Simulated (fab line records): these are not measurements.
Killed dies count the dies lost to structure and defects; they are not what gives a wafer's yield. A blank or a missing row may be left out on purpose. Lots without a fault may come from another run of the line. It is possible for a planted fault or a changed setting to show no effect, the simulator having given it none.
Code-filled problem report in 8D (eight disciplines) form -- flow ritCmos -- the parts of the form that need people (team, actions taken, sign-off) are left out

== 1. PROBLEM STATEMENT ==
Wafers without a fault read 2599.9 nm, standard deviation 2.4; cdNm at RIT_M1_CD_MEAS_90 reads a mean of 2612.9 nm on 3 wafers belonging to 2 lots. Relative to the usual mean, that is a shift of +5.4 standard deviations.
The step: target cd 2600 nm.
First observed at day 5 11:42: wafer L431.2, on cdSem-01. Wafers with a number at this step in the record: 42, from 14 lots. Rule for "out", or "out of limits": more than 4 standard deviations from the usual mean. Any other wafer with a number is counted as sound.

== 2. WHAT IT IS, AND WHAT IT ISN'T ==
question,is,is not
which readings at this step,cdNm,-
which lots,"L431, L434","L422, L424, L425, L426, L427, L432, L436, L438, L440, L442, L443, L445"
which wafers of those lots,"L431.2, L434.4, L434.5","L431.1, L431.4, L434.3"
read on which gauges,cdSem-01,cdSem-02
when,from day 5 11:42,"up to then (17 sound wafers); but 22 sound wafers of L432, L434, L436, L438, L440, L442, L443, L445 came after"

== 3. WHAT RULES OUT EACH SUSPECT ==
Counting: if a tool at a process step up to the reading ran every lot that is out, it stays a suspect. Sound lots after the first of them don't rule it out here, since some wafers of a struck lot are sound.
- the gauge at RIT_M1_CD_MEAS_90 is ruled out. All the wafers that are out were read on cdSem-01, but those of them that RIT_M1_METAL_ETCH_12 has rows for are out there too, on other tools.
- rieMetal-02 at RIT_M1_METAL_ETCH_12 (etches Al in Cl2/BCl3, stops on SiO2, time 165 s, target depth 600 nm): kept. It processed each lot that is out (first: L431, day 5 11:11); up to then, its last sound lot is L425 (day 4 10:01). On those wafers its own readings are out: oesProductAu, runLengthS.
- Within rieMetal-02 at RIT_M1_METAL_ETCH_12: the wafers that are out ran in chamber 0; their sound lot-mates ran in chamber 1.
After counting, what remains is rieMetal-02 at RIT_M1_METAL_ETCH_12.

== 4. THE CAUSE (what the simulator had put in) ==
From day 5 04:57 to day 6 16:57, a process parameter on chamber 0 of rieMetal-02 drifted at RIT_M1_METAL_ETCH_12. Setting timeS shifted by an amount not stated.
After counting, this tool was the only one left.

== 5. THE CHAIN OF EFFECTS, in route order ==
Each row: a reading whose mean over the struck wafers that have a number lies more than 3 standard deviations from the usual. Only readings whose record carries a usual standard deviation are examined. hours: median over the lots of the time between each lot's start at the first step of this table that gives one and its start at this step. sigmas: the change, counted in usual standard deviations.
hours,step,reading,usual,on struck wafers,change,sigmas
0,RIT_M1_METAL_ETCH_12,oesProductAu,0.778 a.u.,1.004,+0.226,+16
0,RIT_M1_METAL_ETCH_12,runLengthS,193.2 s,103.9,-89.3,-99 or more
1,RIT_M1_CD_MEAS_90,cdNm,2599.9 nm,2612.9,+13.0,+5.4
2,RIT_M1_PROBE_99,defectLimitedYield,97.4 %,0.0,-97.4,-81
2,RIT_M1_PROBE_99,killed_at_M0_to_M3,0.0,253.3,+253.3,+99 or more
2,RIT_M1_PROBE_99,killedDies,7,264,+257,+83
2,RIT_M1_PROBE_99,killedOnRim,1.8,70.0,+68.2,+52
2,RIT_M1_PROBE_99,sort_bin_5_function,1.5 %,98.5,+97.0,+99 or more
2,RIT_M1_PROBE_99,sortNPass,257,0,-257,-83
2,RIT_M1_PROBE_99,sortYieldPct,97.4 %,0.0,-97.4,-81
It contains these process steps:
- RIT_M1_METAL_ETCH_12: etches Al in Cl2/BCl3, stops on SiO2, time 165 s, target depth 600 nm.
- RIT_M1_PROBE_99

== 6. HOW IT WOULD HAVE BEEN CAUGHT EARLIER ==
Counted from the fault's start at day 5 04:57, it took 7 hours until the first out-of-limits reading at a measuring or inspecting step in this record, taken at day 5 11:42.
The tool's own readings at RIT_M1_METAL_ETCH_12 were out on every struck wafer that the step has a row for (oesProductAu, runLengthS): an alarm limit on them would have fired on the first of those.
Among the 2 lots that are out, L434 began RIT_M1_METAL_ETCH_12 on rieMetal-02 after day 5 11:42. A hold on the tool at that time would have spared it.
